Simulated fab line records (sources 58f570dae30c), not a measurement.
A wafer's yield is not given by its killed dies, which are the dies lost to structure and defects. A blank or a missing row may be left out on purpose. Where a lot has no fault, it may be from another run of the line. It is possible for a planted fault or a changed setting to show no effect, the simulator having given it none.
What tool caused it? || flow berkeley_cmos170 || 7 lots with 21 wafers sampled at 2 steps, on a route of 331 steps

== WHAT THE GAUGES READ, wafer by wafer ==
UCB170_V1_BOW_MEAS_03.
{"lot": "L380", "measured": "day 9 06:51", "on": "film_metro-02", "V1_BOW (um)": "20 11 19"}
{"lot": "L379", "measured": "day 9 12:14", "on": "film_metro-03", "V1_BOW (um)": "20 15 28"}
{"lot": "L383", "measured": "day 10 07:35", "on": "film_metro-02", "V1_BOW (um)": "22 18 22"}
{"lot": "L388", "measured": "day 11 01:51", "on": "film_metro-02", "V1_BOW (um)": "28 30 20"}
{"lot": "L386", "measured": "day 11 03:11", "on": "film_metro-03", "V1_BOW (um)": "18 30 26"}
{"lot": "L393", "measured": "day 12 04:52", "on": "film_metro-03", "V1_BOW (um)": "20 18 22"}
{"lot": "L398", "measured": "day 13 02:25", "on": "film_metro-02", "V1_BOW (um)": "16 27 14"}

== TOOL THAT RAN EACH LOT (tool first, then ch and the chambers of the sampled wafers, then the start) ==
{"lot": "L380", "UCB170_CONTACT_ETCH_18": "rie_diel-04 ch 0,1,2, day 9 06:51 or earlier"}
{"lot": "L379", "UCB170_CONTACT_ETCH_18": "rie_diel-04 ch 0,1, day 9 12:14 or earlier"}
{"lot": "L383", "UCB170_CONTACT_ETCH_18": "rie_diel-04 ch 0,1,2, day 10 07:35 or earlier"}
{"lot": "L388", "UCB170_CONTACT_ETCH_18": "rie_diel-04 ch 1,2,3, day 11 01:51 or earlier"}
{"lot": "L386", "UCB170_CONTACT_ETCH_18": "rie_diel-01 ch 1,2, day 11 03:11 or earlier"}
{"lot": "L393", "UCB170_CONTACT_ETCH_18": "rie_diel-03 ch 2,3, day 12 04:52 or earlier"}
{"lot": "L398", "UCB170_CONTACT_ETCH_18": "rie_diel-01 ch 2,3, day 13 02:25 or earlier"}
- UCB170_CONTACT_ETCH_18: etches PSG in CHF3/CF4/Ar, stops on TiSi2, target depth 840 nm, time 195 s.

== THE ANSWER, worked out from the rows above alone ==
Rule: usual is defined by the lots themselves. The widest of any qualifying gaps counts: lots, ordered by their means at a reading, are off when they make up no more than a third of the lots, leave a main group of 4 or more, and stand apart from it by 3 or more times the standard deviation of that group's means. A main group whose means are all the same, to the digits that the tables above print for the reading, isn't used. A lot without any number at a reading at which 4 lots or more have one is off too. All remaining lots with rows at the step are treated as sound.
Across all readings shown, no lot is off: no conclusion can be drawn from this.

== WHAT THE SIMULATOR PUT IN ==
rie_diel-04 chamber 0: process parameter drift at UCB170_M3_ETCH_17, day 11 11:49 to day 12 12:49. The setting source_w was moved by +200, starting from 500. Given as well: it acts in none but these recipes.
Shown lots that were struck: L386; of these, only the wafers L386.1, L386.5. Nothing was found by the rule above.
